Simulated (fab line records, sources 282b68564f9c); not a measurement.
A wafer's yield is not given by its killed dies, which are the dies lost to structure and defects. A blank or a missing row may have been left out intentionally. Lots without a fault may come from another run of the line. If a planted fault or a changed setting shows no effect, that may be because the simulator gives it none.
Struck lot and sound lot, side by side    flow rit_cmos    15 out of 202 route steps
Sound: wafers L488.1, L488.2, L488.4. Wafers L499.1, L499.2, L499.4 were the ones struck. Last of all comes the cause.
Each step with rows lists, per side, the tool, then ch with its chambers, then its first start. Under that, the readings that differ: sound wafers    struck wafers    difference of the means    sigmas: that difference in standard deviations of wafers without a fault.
alike: words and numbers the same on both sides, and readings whose means are apart by under 2 such deviations; not compared: readings that were withheld, readings missing a value for some wafer, numbers with overlapping values and no deviation given by the record, and bounds like >300 which may hide the same value.
The two part at a step that has a row with sigmas, a row that says differs or no value, or rows on one side only. When numbers do not overlap yet have no deviation, they are printed without sigmas and do not part them. A reading missing from all wafers of one side parts the sides only when that side holds two or more wafers.

RIT_SILICIDE_RTA_06: time 10 s, ramp up 5 s, ramp down 10 s.
  sound on rtp_anneal-02 ch 0, day 3 07:17; struck on rtp_anneal-01 ch 0, day 5 20:15
  alike: wafer_temp_C_max
RIT_CONTACT_CVD_00: deposits SiO2 from TEOS, target thk 400 nm, time 58.18 s.
  sound on pecvd-04 ch 0,2, day 3 07:21; struck on pecvd-02 ch 1,2, day 5 20:19
  alike: heater_power_w
RIT_CONTACT_THK_MEAS_01:
  sound on film_metro-02 at day 3 07:24; struck on film_metro-04 at day 5 20:22
  alike: CONTACT_TEOS_THK
then, 6 steps without rows for these wafers: RIT_CONTACT_HMDS_02 (prime time 60 s); RIT_CONTACT_COAT_03 (resist thk 1000 nm); RIT_CONTACT_SOFTBAKE_04 (time 60 s); RIT_CONTACT_EXPOSE_05 (exposes mask M11, target cd 1000 nm); RIT_CONTACT_PEB_06; RIT_CONTACT_DEVELOP_07 (develop time 120 s).
RIT_CONTACT_CD_MEAS_08: the cd target is 1000 nm.
  sound on cd_sem-02 at day 3 08:26; struck on cd_sem-01 at day 5 21:23
  alike: cd_nm
RIT_CONTACT_OVL_MEAS_09:
  sound on overlay-01 at day 3 08:33; struck on overlay-02 at day 5 21:31
  alike: CONTACT_OVL
then, 1 step without rows for these wafers: RIT_CONTACT_HARDBAKE_10 (time 60 s).
RIT_CONTACT_ETCH_11: etches SiO2 in CHF3/CF4/Ar, stops on TiSi2, target depth 480 nm, time 320 s.
  sound on rie_diel-02 ch 0,2,3, day 3 08:44; struck on rie_diel-02 ch 1,2,3, day 5 21:46
reading                                       sound              struck             difference  sigmas
rf_fwd_power_W (W)                            198.2 199.7 199.5  300.1 300.9 300.0  +101.2      +99 or more
model.NOVOLAK_of_CONTACT_COAT_03.thk_nm (nm)  773.5 769.1 772.7  742.7 738.3 741.3  -31.0       
  alike: drypump_motor_current_A, oes_product_au, throttle_valve_pct
  not compared: rf_hours_counter_h
RIT_CONTACT_STRIP_12: strips in O2, time 180 s.
  sound on plasma_asher-01 ch 0,1, day 3 08:56; struck on plasma_asher-03 ch 0,1, day 5 21:58
  alike: drypump_motor_current_A, rf_refl_power_W
  not compared: rf_hours_counter_h
RIT_M1_PROBE_99:
  sound on prober-02 at day 3 13:37; struck on prober-01 at day 6 02:56
reading                                                  sound                        struck                      difference  sigmas
model.etest.antenna_contact.gate_log10_a_cm2             -6.776 -6.824 -6.986         -5.338 -5.326 -5.471        +1.484      
model.etest.nmos_0p15.junction_log10_a_um                -12.93 -13.43 -13.29         -12.56 -12.36 -12.58        +0.72       
model.etest.nmos_narrow.off_log10_a_um                   -13.02 -13.13 -13.08         -12.48 -12.36 -12.49        +0.63       
model.etest.gate_end_array.leak_log10_a_um               -12.93 -12.79 -12.85         -12.34 -12.16 -12.3         +0.59       
model.etest.nmos_0p3.off_log10_a_um                      -13.1 -13.04 -13.02          -12.51 -12.3 -12.49         +0.62       
model.etest.contact_diode_array.leak_log10_a (angstrom)  -9.348 -9.33 -9.481          -9.115 -9.022 -9.238        +0.261      
model.etest.pmos_0p15.junction_log10_a_um                -13.69 -13.57 -13.79         -13.36 -13.26 -13.4         +0.34       
model.etest.antenna_contact.vt_shift_v (V)               -0.01031 -0.01307 -0.009845  -0.05248 -0.05128 -0.05214  -0.04089    
  alike: killed_at_contacts, killed_at_front_end, killed_dies, killed_open, killed_short

## WHERE THEY PART
RIT_CONTACT_ETCH_11 only, going by this record. Later steps at which nothing parts them and some readings are alike: RIT_CONTACT_STRIP_12, RIT_M1_PROBE_99.

WHY: whatever the simulator had introduced
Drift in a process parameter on rie_diel-02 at RIT_CONTACT_ETCH_11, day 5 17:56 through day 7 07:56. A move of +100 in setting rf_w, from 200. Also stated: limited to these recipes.
